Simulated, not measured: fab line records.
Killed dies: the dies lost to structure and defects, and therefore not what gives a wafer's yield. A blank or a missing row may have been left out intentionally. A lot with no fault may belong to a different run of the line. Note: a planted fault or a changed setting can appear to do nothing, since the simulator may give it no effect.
fab line records | flow rit_cmos
record: lots: 5 | wafers: 15 | last_day: 7
route steps=202 shown SDANNEAL@156 PSD@157 NSD@158 PLDD@159 NLDD@160 SILICIDE@161 CONTACT@168
lots untouched by any fault: they come from a run of this same line in which no faults occurred
start_h: the number of hours between the record's first day and the start of the first shown wafer of the lot | wait_h: hours from the lot's prior step to this one | " same as the row above | L1.1+2: several wafers, shown together as one row | - no value present, or no start provided | * or withheld: withheld | < > ~ a bound
route shown NAME@n: NAME is a module with steps in the file, n the number in the route of the first one | usual: mean/standard deviation of fault-free wafers | same: alike in all rows | chamber/n: place in a boat | sites: the reading at each site | _std_site: the standard deviation of these | _edge_site: outer sites' mean less inner sites' | radius_mm: how far each site lies from the wafer's centre | mask NAME#n: copy n | behind: the tool/chamber that last shaped the wafer | hold: why the lot was held/for how many hours/how that ended | device: the n, p or np transistor that did not switch | end of line: the tests these same wafers got at the end of their route | a step with no rows: only its recipe | killed: not the wafer's yield, but the dies lost to structure and defects at the first sort | map: dies across one wafer; x = killed, . = not, _ = none there
set.NAME: the setting that was run; set.NAME@STEP: the one run at that earlier step | model.NAME: the simulator's own value behind a step, which no gauge read
certain route steps with their lots: each step a table, each wafer a row
services: a tool's chamber out of use, with start hour (start_h, from the record's first day; less than 0 if before it), hours out, and reason
== steps ==
step: RIT_SDANNEAL_RTA_03
recipe: temp_c: 1050 | time_s: 5 | idle_temp_c: 600 | ramp_up_c_per_s: 342 | ramp_down_c_per_s: 171 | cool_to_c: 600 | ambient: N2
usual: ramp_down_c_per_s: 171.00/0.031 | ramp_up_c_per_s: 342.01/0.07 | wafer_temp_C_max: 1053.6/1.2
lot.wafer | tool          | chamber | start_h | wait_h | ramp_down_c_per_s | ramp_up_c_per_s | wafer_temp_C_max
L493.2    | rtp_anneal-01 | 0       | 65.17   | 0.0    | 170.99            | 342.10          | 1051.6
L493.3    | "             | 0       | "       | "      | 170.99            | 342.04          | 1052.3
L493.6    | "             | 0       | "       | "      | 171.01            | 342.14          | 1053.0
L502.1    | rtp_anneal-02 | 0       | 111.83  | 0.0    | 171.02            | 342.03          | 1052.1
L502.3    | "             | 0       | "       | "      | 171.02            | 341.93          | 1054.3
L502.4    | "             | 0       | "       | "      | 171.01            | 341.96          | 1052.1
L506.2    | rtp_anneal-02 | 0       | 132.44  | 0.0    | 171.00            | 342.11          | 1052.7
L506.4    | "             | 0       | "       | "      | 171.02            | 342.05          | 1053.5
L506.6    | "             | 0       | "       | "      | 170.96            | 342.06          | 1055.4
L509.2    | rtp_anneal-01 | 0       | 145.46  | 0.0    | 170.98            | 342.10          | 1053.8
L509.3    | "             | 0       | "       | "      | 170.99            | 342.04          | 1052.7
L509.4    | "             | 0       | "       | "      | 171.01            | 341.93          | 1055.9
L510.2    | rtp_anneal-02 | 0       | 148.56  | 0.0    | 170.97            | 342.01          | 1053.1
L510.4    | "             | 0       | "       | "      | 171.01            | 341.89          | 1051.9
L510.5    | "             | 0       | "       | "      | 170.97            | 342.13          | 1056.0
step: RIT_SDANNEAL_RS_MEAS_04
recipe: thk_meas_gauge: four-point-probe
usual: PSD_RS: 115.83/0.3
lot.wafer | tool          | chamber | start_h | wait_h | PSD_RS[ohm/sq]
L493.2    | film_metro-04 | -       | 65.23   | 0.1    | 116.02
L493.3    | "             | -       | "       | "      | 115.88
L493.6    | "             | -       | "       | "      | 115.88
L502.1    | film_metro-03 | -       | 111.89  | 0.0    | 115.98
L502.3    | "             | -       | "       | "      | 116.13
L502.4    | "             | -       | "       | "      | 116.08
L506.2    | film_metro-04 | -       | 132.51  | 0.1    | 116.08
L506.4    | "             | -       | "       | "      | 115.61
L506.6    | "             | -       | "       | "      | 115.89
L509.2    | film_metro-03 | -       | 145.53  | 0.1    | 116.12
L509.3    | "             | -       | "       | "      | 115.87
L509.4    | "             | -       | "       | "      | 116.00
L510.2    | film_metro-02 | -       | 148.62  | 0.1    | 115.79
L510.4    | "             | -       | "       | "      | 115.94
L510.5    | "             | -       | "       | "      | 115.78
step: RIT_SDANNEAL_RS_MEAS_05
recipe: thk_meas_gauge: four-point-probe
usual: NSD_RS: 84.43/0.28
lot.wafer | tool          | chamber | start_h | wait_h | NSD_RS[ohm/sq]
L493.2    | film_metro-04 | -       | 65.35   | 0.1    | 84.37
L493.3    | "             | -       | "       | "      | 84.33
L493.6    | "             | -       | "       | "      | 84.43
L502.1    | film_metro-03 | -       | 112.01  | 0.1    | 84.10
L502.3    | "             | -       | "       | "      | 84.24
L502.4    | "             | -       | "       | "      | 83.89
L506.2    | film_metro-04 | -       | 132.63  | 0.1    | 84.48
L506.4    | "             | -       | "       | "      | 84.67
L506.6    | "             | -       | "       | "      | 84.70
L509.2    | film_metro-03 | -       | 145.65  | 0.1    | 83.88
L509.3    | "             | -       | "       | "      | 83.79
L509.4    | "             | -       | "       | "      | 83.69
L510.2    | film_metro-02 | -       | 148.74  | 0.1    | 84.66
L510.4    | "             | -       | "       | "      | 84.23
L510.5    | "             | -       | "       | "      | 84.48
step: RIT_SDANNEAL_RS_MEAS_06
recipe: thk_meas_gauge: four-point-probe
usual: PLDD_RS: 178.4/0.43
lot.wafer | tool          | chamber | start_h | wait_h | PLDD_RS[ohm/sq]
L493.2    | film_metro-04 | -       | 65.47   | 0.1    | 177.9
L493.3    | "             | -       | "       | "      | 178.6
L493.6    | "             | -       | "       | "      | 178.3
L502.1    | film_metro-03 | -       | 112.13  | 0.1    | 178.1
L502.3    | "             | -       | "       | "      | 178.4
L502.4    | "             | -       | "       | "      | 178.4
L506.2    | film_metro-04 | -       | 132.75  | 0.1    | 177.9
L506.4    | "             | -       | "       | "      | 178.0
L506.6    | "             | -       | "       | "      | 178.2
L509.2    | film_metro-03 | -       | 145.77  | 0.1    | 178.7
L509.3    | "             | -       | "       | "      | 178.5
L509.4    | "             | -       | "       | "      | 178.3
L510.2    | film_metro-02 | -       | 148.86  | 0.1    | 178.0
L510.4    | "             | -       | "       | "      | 178.2
L510.5    | "             | -       | "       | "      | 178.2
step: RIT_SDANNEAL_RS_MEAS_07
recipe: thk_meas_gauge: four-point-probe
usual: NLDD_RS: 151.4/0.51
lot.wafer | tool          | chamber | start_h | wait_h | NLDD_RS[ohm/sq]
L493.2    | film_metro-04 | -       | 65.59   | 0.1    | 151.7
L493.3    | "             | -       | "       | "      | 151.9
L493.6    | "             | -       | "       | "      | 151.8
L502.1    | film_metro-03 | -       | 112.25  | 0.1    | 151.2
L502.3    | "             | -       | "       | "      | 151.6
L502.4    | "             | -       | "       | "      | 151.5
L506.2    | film_metro-04 | -       | 132.87  | 0.1    | 151.7
L506.4    | "             | -       | "       | "      | 151.4
L506.6    | "             | -       | "       | "      | 151.7
L509.2    | film_metro-03 | -       | 145.89  | 0.1    | 151.1
L509.3    | "             | -       | "       | "      | 151.1
L509.4    | "             | -       | "       | "      | 151.8
L510.2    | film_metro-02 | -       | 148.98  | 0.1    | 151.7
L510.4    | "             | -       | "       | "      | 152.4
L510.5    | "             | -       | "       | "      | 152.1
step: RIT_SILICIDE_WET_ETCH_00
recipe: chemistry: BOE | target: SiO2 | target_depth_nm: 14 | time_s: 15 | dry: n2_spin | dilution: 10:1 | temp_c: 21.5
step: RIT_SILICIDE_SPUTTER_01
recipe: material: Ti | target_thk_nm: 30 | power_w: 350 | chamber_pressure_pa: 0.667 | gas: Ar | time_s: 240 | substrate_temp_c: 25
usual: throttle_valve_pct: 30.2/0.93
lot.wafer | tool           | chamber | start_h | wait_h | throttle_valve_pct
L493.2    | pvd_sputter-01 | -       | 65.71   | 0.0    | 29.4
L493.3    | "              | -       | "       | "      | 31.7
L493.6    | "              | -       | "       | "      | 29.7
L502.1    | pvd_sputter-01 | -       | 112.38  | 0.0    | 31.6
L502.3    | "              | -       | "       | "      | 29.8
L502.4    | "              | -       | "       | "      | 29.8
L506.2    | pvd_sputter-01 | -       | 132.99  | 0.0    | 29.8
L506.4    | "              | -       | "       | "      | 29.0
L506.6    | "              | -       | "       | "      | 29.8
L509.2    | pvd_sputter-01 | -       | 146.00  | 0.0    | 29.9
L509.3    | "              | -       | "       | "      | 29.3
L509.4    | "              | -       | "       | "      | 29.1
L510.2    | pvd_sputter-03 | -       | 149.10  | 0.0    | 29.1
L510.4    | "              | -       | "       | "      | 31.1
L510.5    | "              | -       | "       | "      | 30.1
step: RIT_SILICIDE_RS_MEAS_02
recipe: thk_meas_gauge: four-point-probe | reads: Ti_of_SILICIDE_SPUTTER_01
usual: SILICIDE_TI_RS: 47.8/0.6
lot.wafer | tool          | chamber | start_h | wait_h | SILICIDE_TI_RS[ohm/sq]
L493.2    | film_metro-01 | -       | 65.88   | 0.1    | 49.4
L493.3    | "             | -       | "       | "      | 49.3
L493.6    | "             | -       | "       | "      | 49.0
L502.1    | film_metro-02 | -       | 112.53  | 0.1    | 48.8
L502.3    | "             | -       | "       | "      | 49.0
L502.4    | "             | -       | "       | "      | 48.1
L506.2    | film_metro-03 | -       | 133.16  | 0.1    | 48.2
L506.4    | "             | -       | "       | "      | 47.0
L506.6    | "             | -       | "       | "      | 47.3
L509.2    | film_metro-03 | -       | 146.17  | 0.1    | 48.0
L509.3    | "             | -       | "       | "      | 48.5
L509.4    | "             | -       | "       | "      | 47.8
L510.2    | film_metro-02 | -       | 149.27  | 0.1    | 47.5
L510.4    | "             | -       | "       | "      | 47.5
L510.5    | "             | -       | "       | "      | 47.3
step: RIT_SILICIDE_THK_MEAS_03
recipe: thk_meas_gauge: xrf | reads: Ti_of_SILICIDE_SPUTTER_01
usual: SILICIDE_TI_THK: 29.9/0.31
lot.wafer | tool          | chamber | start_h | wait_h | SILICIDE_TI_THK[nm]
L493.2    | film_metro-01 | -       | 65.99   | 0.1    | 29.3
L493.3    | "             | -       | "       | "      | 29.3
L493.6    | "             | -       | "       | "      | 29.4
L502.1    | film_metro-02 | -       | 112.65  | 0.1    | 29.3
L502.3    | "             | -       | "       | "      | 29.1
L502.4    | "             | -       | "       | "      | 29.7
L506.2    | film_metro-03 | -       | 133.27  | 0.1    | 29.5
L506.4    | "             | -       | "       | "      | 30.2
L506.6    | "             | -       | "       | "      | 30.1
L509.2    | film_metro-03 | -       | 146.28  | 0.1    | 29.6
L509.3    | "             | -       | "       | "      | 29.4
L509.4    | "             | -       | "       | "      | 29.7
L510.2    | film_metro-02 | -       | 149.38  | 0.1    | 29.9
L510.4    | "             | -       | "       | "      | 30.1
L510.5    | "             | -       | "       | "      | 30.3
step: RIT_SILICIDE_RTA_04
recipe: temp_c: 650 | time_s: 10 | idle_temp_c: 25 | ramp_up_s: 5 | ramp_down_s: 5 | cool_to_c: 25 | ambient: N2
usual: wafer_temp_C_max: 652.5/0.71
lot.wafer | tool          | chamber | start_h | wait_h | wafer_temp_C_max
L493.2    | rtp_anneal-02 | 0       | 66.05   | 0.1    | 652.8
L493.3    | "             | 0       | "       | "      | 652.8
L493.6    | "             | 0       | "       | "      | 651.1
L502.1    | rtp_anneal-01 | 0       | 112.71  | 0.1    | 652.2
L502.3    | "             | 0       | "       | "      | 653.2
L502.4    | "             | 0       | "       | "      | 653.2
L506.2    | rtp_anneal-01 | 0       | 133.33  | 0.1    | 652.8
L506.4    | "             | 0       | "       | "      | 653.5
L506.6    | "             | 0       | "       | "      | 653.1
L509.2    | rtp_anneal-02 | 0       | 146.35  | 0.1    | 651.6
L509.3    | "             | 0       | "       | "      | 652.3
L509.4    | "             | 0       | "       | "      | 651.4
L510.2    | rtp_anneal-01 | 0       | 149.44  | 0.1    | 652.4
L510.4    | "             | 0       | "       | "      | 652.6
L510.5    | "             | 0       | "       | "      | 652.9
step: RIT_SILICIDE_WET_ETCH_05
recipe: chemistry: SPM | target: Ti | temp_c: 90 | time_s: 120 | dry: n2_spin
step: RIT_SILICIDE_RTA_06
recipe: temp_c: 750 | time_s: 10 | idle_temp_c: 25 | ramp_up_s: 5 | ramp_down_s: 10 | cool_to_c: 25 | ambient: N2
usual: wafer_temp_C_max: 752.9/0.72
lot.wafer | tool          | chamber | start_h | wait_h | wafer_temp_C_max
L493.2    | rtp_anneal-01 | 0       | 66.16   | 0.0    | 754.0
L493.3    | "             | 0       | "       | "      | 753.1
L493.6    | "             | 0       | "       | "      | 753.9
L502.1    | rtp_anneal-02 | 0       | 112.82  | 0.0    | 751.9
L502.3    | "             | 0       | "       | "      | 751.9
L502.4    | "             | 0       | "       | "      | 752.2
L506.2    | rtp_anneal-02 | 0       | 133.43  | 0.0    | 752.6
L506.4    | "             | 0       | "       | "      | 752.5
L506.6    | "             | 0       | "       | "      | 751.9
L509.2    | rtp_anneal-01 | 0       | 146.45  | 0.0    | 753.5
L509.3    | "             | 0       | "       | "      | 753.7
L509.4    | "             | 0       | "       | "      | 753.9
L510.2    | rtp_anneal-02 | 0       | 149.55  | 0.0    | 752.8
L510.4    | "             | 0       | "       | "      | 752.8
L510.5    | "             | 0       | "       | "      | 753.1
step: RIT_CONTACT_CVD_00
recipe: material: SiO2 | target_thk_nm: 400 | precursor: TEOS | temp_c: 390 | time_s: 61 | rf_w: 400
usual: heater_power_w: 318/45
lot.wafer | tool     | chamber | start_h | wait_h | heater_power_w | model.SiO2_of_CONTACT_CVD_00.thk_nm
L493.2    | pecvd-01 | 0       | 66.21   | 0.0    | 380            | 403.2
L493.3    | "        | 2       | "       | "      | 303            | 398.1
L493.6    | "        | 1       | "       | "      | 297            | 405.7
L502.1    | pecvd-01 | 2       | 112.88  | 0.1    | 298            | 397
L502.3    | "        | 0       | "       | "      | 397            | 500.6
L502.4    | "        | 2       | "       | "      | 308            | 398.6
L506.2    | pecvd-02 | 0       | 133.49  | 0.0    | 238            | 400.6
L506.4    | "        | 0       | "       | "      | 260            | 401.7
L506.6    | "        | 1       | "       | "      | 347            | 399.5
L509.2    | pecvd-02 | 0       | 146.51  | 0.0    | 262            | 397.2
L509.3    | "        | 1       | "       | "      | 373            | 393.4
L509.4    | "        | 1       | "       | "      | 382            | 399.5
L510.2    | pecvd-04 | 2       | 149.60  | 0.0    | 334            | 402.7
L510.4    | "        | 2       | "       | "      | 337            | 404.8
L510.5    | "        | 1       | "       | "      | 306            | 404.9
step: RIT_CONTACT_THK_MEAS_01
recipe: reads: SiO2_of_CONTACT_CVD_00
usual: CONTACT_TEOS_THK: 400/4.7
lot.wafer | tool          | chamber | start_h | wait_h | CONTACT_TEOS_THK[nm]
L493.2    | film_metro-01 | -       | 66.27   | 0.0    | 403
L493.3    | "             | -       | "       | "      | 398
L493.6    | "             | -       | "       | "      | 406
L502.1    | film_metro-01 | -       | 112.93  | 0.0    | 397
L502.3    | "             | -       | "       | "      | 500
L502.4    | "             | -       | "       | "      | 399
L506.2    | film_metro-01 | -       | 133.55  | 0.0    | 401
L506.4    | "             | -       | "       | "      | 401
L506.6    | "             | -       | "       | "      | 400
L509.2    | film_metro-04 | -       | 146.57  | 0.0    | 397
L509.3    | "             | -       | "       | "      | 393
L509.4    | "             | -       | "       | "      | 400
L510.2    | film_metro-01 | -       | 149.66  | 0.0    | 402
L510.4    | "             | -       | "       | "      | 405
L510.5    | "             | -       | "       | "      | 405
step: RIT_CONTACT_HMDS_02
recipe: prime_time_s: 60 | prime_temp_c: 140
step: RIT_CONTACT_COAT_03
recipe: resist: NOVOLAK | spin_rpm: 3250 | resist_thk_nm: 1000
step: RIT_CONTACT_SOFTBAKE_04
recipe: resist: NOVOLAK | temp_c: 90 | time_s: 60
step: RIT_CONTACT_EXPOSE_05
recipe: mask_id: M11 | na: 0.6 | source_shape: conventional | sigma_outer: 0.5 | target_cd_nm: 1000 | dose_mj: 250
step: RIT_CONTACT_PEB_06
recipe: resist: NOVOLAK | temp_c: withheld | time_s: withheld
step: RIT_CONTACT_DEVELOP_07
recipe: resist: NOVOLAK | develop_time_s: 120 | dev_temp_c: 23
step: RIT_CONTACT_CD_MEAS_08
recipe: target_cd_nm: 1000
usual: cd_nm: 1000.1/2.3
lot.wafer | tool      | chamber | start_h | wait_h | cd_nm
L493.2    | cd_sem-01 | -       | 67.39   | -      | 1005.6
L493.3    | "         | -       | "       | "      | 1005.7
L493.6    | "         | -       | "       | "      | 1003.7
L502.1    | cd_sem-01 | -       | 114.09  | -      | 998.5
L502.3    | "         | -       | "       | "      | 1001.9
L502.4    | "         | -       | "       | "      | 999.8
L506.2    | cd_sem-02 | -       | 134.71  | -      | 998.6
L506.4    | "         | -       | "       | "      | 998.2
L506.6    | "         | -       | "       | "      | 997.8
L509.2    | cd_sem-02 | -       | 147.73  | -      | 1000.5
L509.3    | "         | -       | "       | "      | 1001.4
L509.4    | "         | -       | "       | "      | 998.1
L510.2    | cd_sem-02 | -       | 150.83  | -      | 997.0
L510.4    | "         | -       | "       | "      | 998.0
L510.5    | "         | -       | "       | "      | 998.1
step: RIT_CONTACT_OVL_MEAS_09
usual: CONTACT_OVL: 0.1/1.2
lot.wafer | tool       | chamber | start_h | wait_h | CONTACT_OVL[nm]
L493.2    | overlay-01 | -       | 67.49   | 0.1    | 1.2
L493.3    | "          | -       | "       | "      | 0.9
L493.6    | "          | -       | "       | "      | 0.5
L502.1    | overlay-02 | -       | 114.21  | 0.1    | -1.0
L502.3    | "          | -       | "       | "      | 0.8
L502.4    | "          | -       | "       | "      | 0.1
L506.2    | overlay-01 | -       | 134.82  | 0.1    | 1.9
L506.4    | "          | -       | "       | "      | 1.9
L506.6    | "          | -       | "       | "      | -0.5
L509.2    | overlay-01 | -       | 147.84  | 0.1    | 0.4
L509.3    | "          | -       | "       | "      | -0.5
L509.4    | "          | -       | "       | "      | -1.9
L510.2    | overlay-02 | -       | 150.93  | 0.1    | 0.3
L510.4    | "          | -       | "       | "      | -1.1
L510.5    | "          | -       | "       | "      | 0.8
step: RIT_CONTACT_HARDBAKE_10
recipe: resist: NOVOLAK | temp_c: 140 | time_s: 60
step: RIT_CONTACT_ETCH_11
recipe: target_depth_a: 4800 | over_etch_frac: 0.2 | stop_on: TiSi2 | chemistry: CHF3/CF4/Ar | target: SiO2 | CHF3_flow_sccm: 50 | cf4_flow_sccm: 10 | Ar_flow_sccm: 100 | O2_flow_sccm: 5 | pressure_mtorr: 100 | rf_w: 200 | time_s: 320
usual: drypump_motor_current_A: 5.8/0.38 | oes_product_au: 0.990/0.015 | throttle_valve_pct: 8.87/0.14
lot.wafer | tool        | chamber | start_h | wait_h | drypump_motor_current_A | oes_product_au | rf_hours_counter_h | throttle_valve_pct | model.etch.depth_nm | model.CONTACT.feature_depth_nm
L493.2    | rie_diel-03 | 2       | 67.67   | 0.1    | 5.7                     | 0.989          | 31                 | 8.90               | 403.2               | 403.2
L493.3    | "           | 1       | "       | "      | 5.4                     | 0.984          | 1                  | 9.10               | 398.1               | 398.1
L493.6    | "           | 2       | "       | "      | 5.7                     | 0.998          | -                  | 8.91               | 405.7               | 405.7
L502.1    | rie_diel-01 | 1       | 114.39  | 0.1    | 5.2                     | 0.999          | 5                  | 8.80               | 397                 | 397
L502.3    | "           | 3       | "       | "      | 5.2                     | 0.991          | 2                  | 8.75               | 470.6               | 470.6
L502.4    | "           | 0       | "       | "      | 6.6                     | 0.973          | -                  | 8.92               | 398.6               | 398.6
L506.2    | rie_diel-01 | 3       | 135.00  | 0.1    | 5.2                     | 0.984          | 3                  | 8.73               | 400.6               | 400.6
L506.4    | "           | 1       | "       | "      | 5.2                     | 0.990          | 6                  | 8.80               | 401.7               | 401.7
L506.6    | "           | 2       | "       | "      | 5.7                     | 0.988          | -                  | 8.61               | 399.5               | 399.5
L509.2    | rie_diel-04 | 3       | 148.02  | 0.1    | 6.1                     | 0.976          | 115                | 8.99               | 397.2               | 397.2
L509.3    | "           | 1       | "       | "      | 5.7                     | 1.009          | 62                 | 8.75               | 393.4               | 393.4
L509.4    | "           | 2       | "       | "      | 6.2                     | 0.963          | 1                  | 9.04               | 399.5               | 399.5
L510.2    | rie_diel-04 | 0       | 151.11  | 0.1    | 6.0                     | 0.959          | 123                | 8.70               | 402.7               | 402.7
L510.4    | "           | 1       | "       | "      | 5.7                     | 1.010          | 62                 | 8.75               | 404.8               | 404.8
L510.5    | "           | 1       | "       | "      | 5.7                     | 1.014          | -                  | 8.76               | 404.9               | 404.9
step: RIT_CONTACT_STRIP_12
recipe: chemistry: O2 | time_s: 180 | resist: NOVOLAK | platen_temp_c: withheld | power_w: 500 | pressure_mtorr: 4000 | o2_flow_sccm: 4000
usual: drypump_motor_current_A: 5.5/0.51
lot.wafer | tool            | chamber | start_h | wait_h | drypump_motor_current_A | rf_hours_counter_h
L493.2    | plasma_asher-03 | 1       | 67.87   | 0.1    | 5.7                     | 28
L493.3    | "               | 0       | "       | "      | 5.9                     | -
L493.6    | "               | 0       | "       | "      | 6.0                     | -
L502.1    | plasma_asher-02 | 0       | 114.59  | 0.1    | 6.5                     | 49
L502.3    | "               | 0       | "       | "      | 6.5                     | -
L502.4    | "               | 1       | "       | "      | 5.7                     | -
L506.2    | plasma_asher-02 | 0       | 135.19  | 0.1    | 6.5                     | 51
L506.4    | "               | 0       | "       | "      | 6.5                     | -
L506.6    | "               | 1       | "       | "      | 5.7                     | -
L509.2    | plasma_asher-04 | 1       | 148.21  | 0.1    | 5.2                     | 3
L509.3    | "               | 1       | "       | "      | 5.2                     | -
L509.4    | "               | 0       | "       | "      | 4.8                     | -
L510.2    | plasma_asher-04 | 1       | 151.31  | 0.1    | 5.2                     | 4
L510.4    | "               | 1       | "       | "      | 5.2                     | -
L510.5    | "               | 0       | "       | "      | 4.8                     | -
step: RIT_CONTACT_CD_MEAS_90
recipe: target_cd_nm: 1000
usual: cd_nm: 1000.1/2.3
lot.wafer | tool      | chamber | start_h | wait_h | cd_nm
L493.2    | cd_sem-01 | -       | 68.06   | 0.1    | 1005.6
L493.3    | "         | -       | "       | "      | 1005.7
L493.6    | "         | -       | "       | "      | 1003.8
L502.1    | cd_sem-01 | -       | 114.76  | 0.1    | 999.1
L502.3    | "         | -       | "       | "      | 1002.6
L502.4    | "         | -       | "       | "      | 1000.5
L506.2    | cd_sem-02 | -       | 135.39  | 0.1    | 999.1
L506.4    | "         | -       | "       | "      | 998.5
L506.6    | "         | -       | "       | "      | 997.7
L509.2    | cd_sem-02 | -       | 148.41  | 0.1    | 1000.3
L509.3    | "         | -       | "       | "      | 1001.3
L509.4    | "         | -       | "       | "      | 998.2
L510.2    | cd_sem-02 | -       | 151.50  | 0.1    | 996.6
L510.4    | "         | -       | "       | "      | 998.2
L510.5    | "         | -       | "       | "      | 998.1
step: RIT_CONTACT_CLEAN_13
recipe: chemistry: SC1 | mix: 3:3:50 | time_s: 600 | temp_c: 75
lot.wafer | tool         | chamber | start_h | wait_h | model.SiO2_of_CONTACT_CVD_00.thk_nm
L493.2    | wet_bench-03 | 0       | 68.16   | 0.1    | 399.1
L493.3    | "            | 0       | "       | "      | 394
L493.6    | "            | 0       | "       | "      | 401.6
L502.1    | wet_bench-02 | 0       | 114.88  | 0.1    | 392.9
L502.3    | "            | 0       | "       | "      | 496.5
L502.4    | "            | 0       | "       | "      | 394.5
L506.2    | wet_bench-03 | 2       | 135.49  | 0.1    | 396.5
L506.4    | "            | 2       | "       | "      | 397.6
L506.6    | "            | 2       | "       | "      | 395.4
L509.2    | wet_bench-04 | 0       | 148.51  | 0.1    | 393.2
L509.3    | "            | 0       | "       | "      | 389.4
L509.4    | "            | 0       | "       | "      | 395.4
L510.2    | wet_bench-02 | 3       | 151.60  | 0.1    | 398.7
L510.4    | "            | 3       | "       | "      | 400.8
L510.5    | "            | 3       | "       | "      | 400.9
step: RIT_CONTACT_CLEAN_14
recipe: chemistry: SC2 | mix: 3:3:50 | time_s: 600 | temp_c: 75 | dry: n2_spin
== services ==
tool            | chamber | start_h | hours | kind
rie_diel-03     | -       | 44.73   | 13.3  | repair
pecvd-02        | -       | 46.07   | 2.8   | pm
pecvd-04        | 1       | 48.46   | 20.7  | repair
rie_diel-04     | 2       | 57.23   | 6.5   | repair
plasma_asher-03 | -       | 74.96   | 24.9  | pm
rie_diel-03     | -       | 77.54   | 0.8   | repair
pvd_sputter-01  | -       | 79.46   | 6.0   | repair
rie_diel-04     | 2       | 87.32   | -     | clean
rie_diel-04     | 2       | 87.32   | 18.1  | scheduled_down
rie_diel-04     | 2       | 87.32   | 18.1  | vent_cycle
rie_diel-03     | -       | 87.80   | 2.8   | pm
wet_bench-04    | -       | 89.14   | 0.6   | repair
pecvd-02        | -       | 90.11   | 1.5   | repair
pecvd-01        | -       | 90.66   | 0.4   | repair
rie_diel-04     | 3       | 101.87  | 3.9   | repair
pvd_sputter-01  | -       | 103.43  | 3.4   | repair
pvd_sputter-03  | -       | 105.45  | 2.0   | repair
rie_diel-01     | 2       | 105.66  | -     | clean
pecvd-01        | -       | 106.60  | 5.5   | pm
plasma_asher-04 | -       | 108.75  | 9.0   | pm
rie_diel-04     | -       | 117.20  | 15.6  | pm
rie_diel-03     | -       | 139.52  | 15.6  | pm
plasma_asher-03 | -       | 142.42  | 14.6  | pm
pvd_sputter-03  | -       | 149.97  | 1.1   | repair
== key ==
first_sign: step: RIT_CONTACT_THK_MEAS_01 | reading: CONTACT_TEOS_THK | direction: up | sigmas: 21 | usual: 400 | struck: 500
effect none on later readings
model_effect: step: RIT_CONTACT_CVD_00 | value: SiO2_of_CONTACT_CVD_00.thk_nm | without: 396.3 | struck: 500.6
model_effect: step: RIT_CONTACT_ETCH_11 | value: etch.depth_nm | without: 396.3 | struck: 470.6
model_effect: step: RIT_CONTACT_CLEAN_13 | value: SiO2_of_CONTACT_CVD_00.thk_nm | without: 392.2 | struck: 496.5
met_at RIT_CONTACT_CVD_00
struck_wafers L502.3
later_rows_left_out L502.3
sort_left_out L502.3
tester_left_out L502
onset_between 66.21 112.88
fault: kind: process_parameter_drift | tool: pecvd-01 | chamber: 0 | onset_h: 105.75 | steps: RIT_CONTACT_CVD_00 | channel: target_thk_nm | offset: 105.15 | shape: step | end_h: 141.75 | stated: 400
tester_left_out: of these lots the tester's yield and bins aren't shown, on N5 and GAA mostly nor the transistor test; their killed dies are dies lost to structure and defects alone, not to doping, threshold or leakage, so they don't give the yield
sort_left_out: the simulated sort isn't trusted on such a fault, so these wafers' sort isn't shown, and their yield isn't known
later_rows_left_out: the simulator's readings of these wafers behind a module that went badly wrong aren't trusted and aren't shown, but for the sort
